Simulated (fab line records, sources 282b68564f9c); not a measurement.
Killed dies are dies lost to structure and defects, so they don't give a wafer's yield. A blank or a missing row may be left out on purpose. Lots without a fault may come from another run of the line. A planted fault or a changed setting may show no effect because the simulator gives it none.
Which tool did it? | flow rit_cmos | 14 lots, 42 wafers sampled, at 5 steps of a route of 202

WHAT THE GAUGES READ, wafer by wafer
RIT_ACTIVE_CD_MEAS_11: target cd 1400 nm. Usual: cd_nm 1399.4 nm, standard deviation 2.3.
lot  | measured    | on        | cd_nm (nm)           | flag
L958 | day 1 20:19 | cd_sem-02 | 1397.2 1397.6 1399.3 |
L959 | day 2 00:29 | cd_sem-01 | 1400.9 1401.5 1401.7 |
L961 | day 2 11:26 | cd_sem-01 | 1402.5 1402.3 1402.6 |
L962 | day 2 15:37 | cd_sem-01 | 1400.4 1399.6 1400.5 |
L963 | day 2 21:16 | cd_sem-02 | 1402.4 1403.5 1401.5 |
L964 | day 3 03:24 | cd_sem-02 | 1399.3 1398.5 1397.0 |
L965 | day 3 06:55 | cd_sem-01 | 1399.5 1395.9 1399.6 |
L966 | day 3 13:02 | cd_sem-02 | 1399.1 1397.6 1399.2 |
L967 | day 3 17:37 | cd_sem-01 | 1397.5 1396.4 1395.7 |
L968 | day 3 21:56 | cd_sem-01 | 1402.1 1400.2 1402.3 |
L971 | day 4 13:40 | cd_sem-02 | 1404.1 1332.5 1379.6 | OFF
L972 | day 4 17:56 | cd_sem-02 | 1353.2 1354.5 1398.8 | OFF
L976 | day 5 14:01 | cd_sem-02 | 1399.6 1399.3 1398.8 |
L979 | day 6 08:13 | cd_sem-02 | 1397.6 1396.6 1396.8 |

RIT_PWELL_TW_MEAS_10. Usual: PWELL_TW 943, standard deviation 16.
lot  | measured    | on            | PWELL_TW    | flag
L958 | day 2 04:12 | film_metro-04 | 933 923 933 |
L959 | day 2 11:26 | film_metro-03 | 963 959 961 |
L961 | day 2 19:42 | film_metro-02 | 954 953 954 |
L962 | day 3 03:11 | film_metro-03 | 957 951 957 |
L963 | day 3 06:35 | film_metro-04 | 919 920 920 |
L964 | day 3 11:27 | film_metro-04 | 921 922 920 |
L965 | day 3 20:45 | film_metro-02 | 964 963 966 |
L966 | day 3 23:39 | film_metro-03 | 956 952 952 |
L967 | day 4 04:17 | film_metro-04 | 930 927 930 |
L968 | day 4 08:11 | film_metro-04 | 929 936 928 |
L971 | day 5 05:18 | film_metro-04 | 928 937 932 |
L972 | day 5 07:17 | film_metro-02 | 965 959 966 |
L976 | day 6 01:58 | film_metro-04 | 927 935 926 |
L979 | day 7 06:27 | film_metro-04 | 932 930 930 |

RIT_NLDD_OVL_MEAS_06. Usual: NLDD_OVL 1.0 nm, standard deviation 1.1.
lot  | measured    | on         | NLDD_OVL (nm) | flag
L958 | day 2 23:00 | overlay-01 | 3.5 1.0 1.8   |
L959 | day 3 09:44 | overlay-02 | 1.8 1.8 2.0   |
L961 | day 3 20:53 | overlay-01 | 0.9 1.6 2.7   |
L962 | day 3 23:54 | overlay-01 | 0.6 -1.0 1.6  |
L963 | day 4 05:35 | overlay-01 | 0.4 3.5 0.5   |
L964 | day 4 10:40 | overlay-01 | 0.6 -1.3 -0.1 |
L965 | day 4 18:12 | overlay-02 | 0.9 0.3 1.6   |
L966 | day 4 23:14 | overlay-02 | 0.1 0.1 0.1   |
L967 | day 5 06:00 | overlay-02 | 2.0 1.8 0.4   |
L968 | day 5 08:34 | overlay-02 | 2.6 0.6 0.2   |
L971 | day 6 07:46 | overlay-02 | 2.1 2.2 2.3   |
L972 | day 6 08:01 | overlay-01 | 1.0 -1.0 2.0  |
L976 | day 7 09:53 | overlay-02 | -1.7 -0.1 1.5 |
L979 | day 8 09:06 | overlay-02 | 0.5 1.5 2.3   |

RIT_SDANNEAL_RS_MEAS_06: measures by four-point-probe. Usual: PLDD_RS 178.6 ohm/sq, standard deviation 0.54.
lot  | measured    | on            | PLDD_RS (ohm/sq)  | flag
L958 | day 3 08:19 | film_metro-02 | 178.3 178.6 178.4 |
L959 | day 3 18:00 | film_metro-01 | 178.4 178.9 178.2 |
L961 | day 4 06:17 | film_metro-03 | 177.9 178.1 177.5 |
L962 | day 4 09:17 | film_metro-03 | 178.6 178.2 178.4 |
L963 | day 4 13:58 | film_metro-03 | 178.5 178.1 177.9 |
L964 | day 4 19:05 | film_metro-03 | 179.9 179.5 179.3 |
L965 | day 5 02:26 | film_metro-03 | 177.8 178.2 178.2 |
L966 | day 5 07:41 | film_metro-03 | 177.8 177.9 177.6 |
L967 | day 5 14:10 | film_metro-01 | 178.9 178.6 178.7 |
L968 | day 5 16:43 | film_metro-01 | 179.3 179.5 179.4 |
L971 | day 6 16:59 | film_metro-01 | 178.3 178.2 178.3 |
L972 | day 6 16:29 | film_metro-02 | 179.6 179.5 179.4 |
L976 | day 7 18:30 | film_metro-01 | 179.1 179.0 178.7 |
L979 | day 8 17:36 | film_metro-03 | 178.6 178.2 178.7 |

WHICH TOOL RAN EACH LOT (tool, then ch and the chambers of the sampled wafers, then the start)
lot  | RIT_ACTIVE_EXPOSE_08
L958 | iline_stepper-01 ch 0, day 1 19:50
L959 | iline_stepper-01 ch 0, day 2 00:05
L961 | iline_stepper-01 ch 0, day 2 11:02
L962 | iline_stepper-02 ch 0, day 2 15:13
L963 | iline_stepper-02 ch 0, day 2 20:52
L964 | iline_stepper-01 ch 0, day 3 03:00
L965 | iline_stepper-02 ch 0, day 3 06:31
L966 | iline_stepper-02 ch 0, day 3 12:38
L967 | iline_stepper-02 ch 0, day 3 17:13
L968 | iline_stepper-02 ch 0, day 3 21:31
L971 | iline_stepper-02 ch 0, day 4 13:16
L972 | iline_stepper-02 ch 0, day 4 17:32
L976 | iline_stepper-01 ch 0, day 5 13:37
L979 | iline_stepper-01 ch 0, day 6 07:49
- RIT_ACTIVE_EXPOSE_08: exposes mask M1, target cd 1400 nm.

WHAT THE TOOLS THEMSELVES READ (means of the sampled wafers that have a number; where no wafer has one, the mark that the record gives instead)
RIT_ACTIVE_EXPOSE_08. Usual: exposure_dose_mJ_cm2 224.90, standard deviation 0.25.
lot  | tool             | exposure_dose_mJ_cm2 | flag
L958 | iline_stepper-01 | 224.79               |
L959 | iline_stepper-01 | 224.79               |
L961 | iline_stepper-01 | 225.04               |
L962 | iline_stepper-02 | 224.83               |
L963 | iline_stepper-02 | 224.59               |
L964 | iline_stepper-01 | 224.72               |
L965 | iline_stepper-02 | 224.87               |
L966 | iline_stepper-02 | 225.29               |
L967 | iline_stepper-02 | 224.70               |
L968 | iline_stepper-02 | 225.20               |
L971 | iline_stepper-02 | 220.14               | OFF
L972 | iline_stepper-02 | 216.09               | OFF
L976 | iline_stepper-01 | 224.77               |
L979 | iline_stepper-01 | 225.03               |

THE ANSWER, worked out from the rows above alone
Rule: a lot is off if the mean of its wafers that have a number lies more than 3 standard deviations from the usual mean. A lot without any number at a reading at which 4 lots or more have one is off too. The other lots that the step has rows for count as sound. The gauges are gone through in route order, then the tools' own readings, and for those a lot's mean is taken as printed above. The first step at which some lot is off is used, and at that step the reading that is off furthest; a lot without a number counts as furthest.
Off: L971, L972, at RIT_ACTIVE_CD_MEAS_11 (cd_nm).
A tool fits if, at a process step before that reading, it ran every lot that is off, and no sound lot after the first of them. The gauges at RIT_ACTIVE_CD_MEAS_11 aren't tried: what is off there is off at RIT_ACTIVE_EXPOSE_08 too, on other tools, and a gauge's error can't cause that. One fits: iline_stepper-02 at RIT_ACTIVE_EXPOSE_08. Its last sound lot is L968 (day 3 21:31), its first lot that is off L971 (day 4 13:16): a fault that began between those two fits.
The tool's own readings at RIT_ACTIVE_EXPOSE_08 bear it out: on the lots that are off they differ by more than 5 times the standard deviation of the sound lots' means. exposure_dose_mJ_cm2 reads 218.12 there against 224.88 on the sound lots.

WHAT THE SIMULATOR HAD PUT IN
Process parameter drift: iline_stepper-02, from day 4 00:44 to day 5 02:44, at RIT_ACTIVE_EXPOSE_08. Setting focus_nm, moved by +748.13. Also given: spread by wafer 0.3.
Lots struck among those shown: L971, L972. The rule above found the same.
